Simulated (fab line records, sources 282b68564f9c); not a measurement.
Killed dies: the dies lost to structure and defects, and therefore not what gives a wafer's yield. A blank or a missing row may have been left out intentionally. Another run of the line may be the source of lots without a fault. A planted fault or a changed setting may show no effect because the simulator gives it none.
A lot that was struck, set against a sound lot | flow rit_cmos | 31 steps out of a route of 202
Sound: these wafers, L252.3, L252.4, L252.5. Struck: wafer L266.1. (L266.2, L266.3 of the same lot were not struck and are left out.) The cause comes at the end.
At each step with rows: each side's tool, then ch and its chambers, then its first start. Under that, the readings that differ: sound wafers | struck wafers | difference of the means | sigmas: that difference in standard deviations of wafers without a fault.
alike: a reading whose means differ by less than 2 such deviations, as well as words and numbers matching on both sides. not compared: withheld readings; readings where some wafer has no value; bounds like >300 that might hide an equal value; numbers whose values overlap and for which the record gives no deviation.
The two part at a step that has a row with sigmas, a row that says differs or no value, or rows on one side only. Numbers that don't overlap but have no deviation are shown without sigmas and don't part them. A reading missing from all wafers of one side parts the sides only when that side holds two or more wafers.

first, 4 steps without rows for these wafers: RIT_CONTACT_SOFTBAKE_04 (time 60 s); RIT_CONTACT_EXPOSE_05 (exposes mask M11, target cd 1000 nm); RIT_CONTACT_PEB_06; RIT_CONTACT_DEVELOP_07 (develop time 120 s).
RIT_CONTACT_CD_MEAS_08: the cd target is 1000 nm.
  sound: cd_sem-02 at day 3 10:23; struck: cd_sem-02 at day 6 11:58
  alike: cd_nm
RIT_CONTACT_OVL_MEAS_09:
  sound: overlay-01 at day 3 10:28; struck: overlay-02 at day 6 12:05
  alike: CONTACT_OVL
then, 1 step without rows for these wafers: RIT_CONTACT_HARDBAKE_10 (time 60 s).
RIT_CONTACT_ETCH_11: etches SiO2 in CHF3/CF4/Ar, stops on TiSi2, target depth 480 nm, time 320 s.
  sound on rie_diel-01 ch 0,1,2, day 3 10:39; struck on rie_diel-02 ch 1, day 6 12:16
  alike: drypump_motor_current_A, oes_product_au, rf_fwd_power_W, throttle_valve_pct
  not compared: rf_hours_counter_h
RIT_CONTACT_STRIP_12: strips in O2, time 180 s.
  sound on plasma_asher-04 ch 0,1, day 3 10:54; struck on plasma_asher-03 ch 1, day 6 12:28
  reading                | sound | struck | difference                   | sigmas
  rf_hours_counter_h (h) | - - - | 2      | no value on the sound wafers |
  alike: drypump_motor_current_A
RIT_CONTACT_CD_MEAS_90: the cd target is 1000 nm.
  sound: cd_sem-01 at day 3 11:03; struck: cd_sem-01 at day 6 12:38
  alike: cd_nm
then, 2 steps without rows for these wafers: RIT_CONTACT_CLEAN_13 (cleans in SC1, time 600 s); RIT_CONTACT_CLEAN_14 (cleans in SC2, time 600 s).
RIT_M1_SPUTTER_00: material Al, target thk 400 nm, time 500 s.
  sound: pvd_sputter-03 at day 3 11:29; struck: pvd_sputter-03 at day 6 13:07
  alike: throttle_valve_pct
RIT_M1_RS_MEAS_01: the measuring method here is four-point-probe.
  sound: film_metro-04 at day 3 11:49; struck: film_metro-04 at day 6 13:24
  alike: M1_AL_RS
RIT_M1_THK_MEAS_02: measures by xrf.
  sound: film_metro-04 at day 3 11:55; struck: film_metro-04 at day 6 13:31
  alike: M1_AL_THK
then, 6 steps without rows for these wafers: RIT_M1_HMDS_03 (prime time 60 s); RIT_M1_COAT_04 (resist thk 1286 nm); RIT_M1_SOFTBAKE_05 (time 60 s); RIT_M1_EXPOSE_06 (exposes mask M12, target cd 2600 nm); RIT_M1_PEB_07; RIT_M1_DEVELOP_08 (develop time 68 s).
RIT_M1_CD_MEAS_09: the cd target is 2600 nm.
  sound: cd_sem-02 at day 3 13:00; struck: cd_sem-02 at day 6 14:35
  alike: cd_nm
RIT_M1_OVL_MEAS_10:
  sound: overlay-02 at day 3 13:06; struck: overlay-02 at day 6 14:43
  alike: M1_OVL
then, 1 step without rows for these wafers: RIT_M1_HARDBAKE_11 (time 120 s).
RIT_M1_METAL_ETCH_12: etches Al in Cl2/BCl3, stops on SiO2, time 165 s, target depth 600 nm.
  sound on rie_metal-01 ch 0,1, day 3 13:25; struck on rie_metal-04 ch 1, day 6 14:59
  reading                     | sound          | struck | difference                   | sigmas
  drypump_motor_current_A (A) | 5.40 5.02 5.01 | 5.74   | +0.60                        | +2
  rf_hours_counter_h (h)      | - - -          | 4.7    | no value on the sound wafers |
  alike: oes_product_au, rf_fwd_power_W, throttle_valve_pct
then, 1 step without rows for these wafers: RIT_M1_STRIP_13 (strips in nmp, time 600 s).
RIT_M1_STRIP_14: strips in O2, time 180 s.
  sound on plasma_asher-02 ch 0,1, day 3 13:46; struck on plasma_asher-04 ch 0, day 6 15:20
  reading                | sound | struck | difference                   | sigmas
  rf_hours_counter_h (h) | - - - | 46     | no value on the sound wafers |
  alike: drypump_motor_current_A
RIT_M1_CD_MEAS_90: the cd target is 2600 nm.
  sound: cd_sem-01 at day 3 13:55; struck: cd_sem-01 at day 6 15:30
  alike: cd_nm
then, 1 step without rows for these wafers: RIT_M1_ANNEAL_15 (time 1800 s).
RIT_M1_BOW_MEAS_16:
  sound: film_metro-02 at day 3 15:32; struck: film_metro-04 at day 6 17:07
  alike: M1_BOW
RIT_M1_PROBE_99:
  sound: prober-02 at day 3 15:43; struck: prober-02 at day 6 17:14
  reading                               | sound             | struck | difference | sigmas
  defect_limited_yield (%)              | 95.5 94.3 97.0    | 88.3   | -7.3       | -6
  killed_at_M0_to_M3                    | 0 0 0             | 24     | +24        | +99 or more
  killed_dies                           | 12 15 8           | 31     | +19        | +6
  killed_open                           | 6 11 5            | 3      | -4         | -2
  sort_bin_3_pad_short (%)              | 0 0 0.4           | 2.3    | +2.2       | +9
  sort_bin_5_function (%)               | 3.0 3.8 1.5       | 7.6    | +4.8       | +6
  sort_n_pass                           | 252 249 256       | 233    | -19        | -6
  sort_yield_pct (%)                    | 95.5 94.3 97.0    | 88.3   | -7.3       | -6
  model.etest.tester.sort_n_pass        | 252 249 256       | 233    | -19        |
  model.etest.tester.sort_yield_pct (%) | 95.45 94.32 96.97 | 88.26  | -7.32      |
  model.etest.tester.sort_bin_5_pct (%) | 3.03 3.788 1.515  | 7.576  | +4.798     |
  model.etest.tester.sort_bin_3_pct (%) | 0 0 0.3788        | 2.273  | +2.147     |
  alike: killed_at_contacts, killed_at_front_end, killed_short, sort_bin_6_memory
  not compared: model.etest.tester.sort_bin_6_pct

== WHERE THEY PART ==
Last at RIT_M1_PROBE_99 as far as this record goes, first at RIT_CONTACT_STRIP_12.

WHY: what the simulator had put in
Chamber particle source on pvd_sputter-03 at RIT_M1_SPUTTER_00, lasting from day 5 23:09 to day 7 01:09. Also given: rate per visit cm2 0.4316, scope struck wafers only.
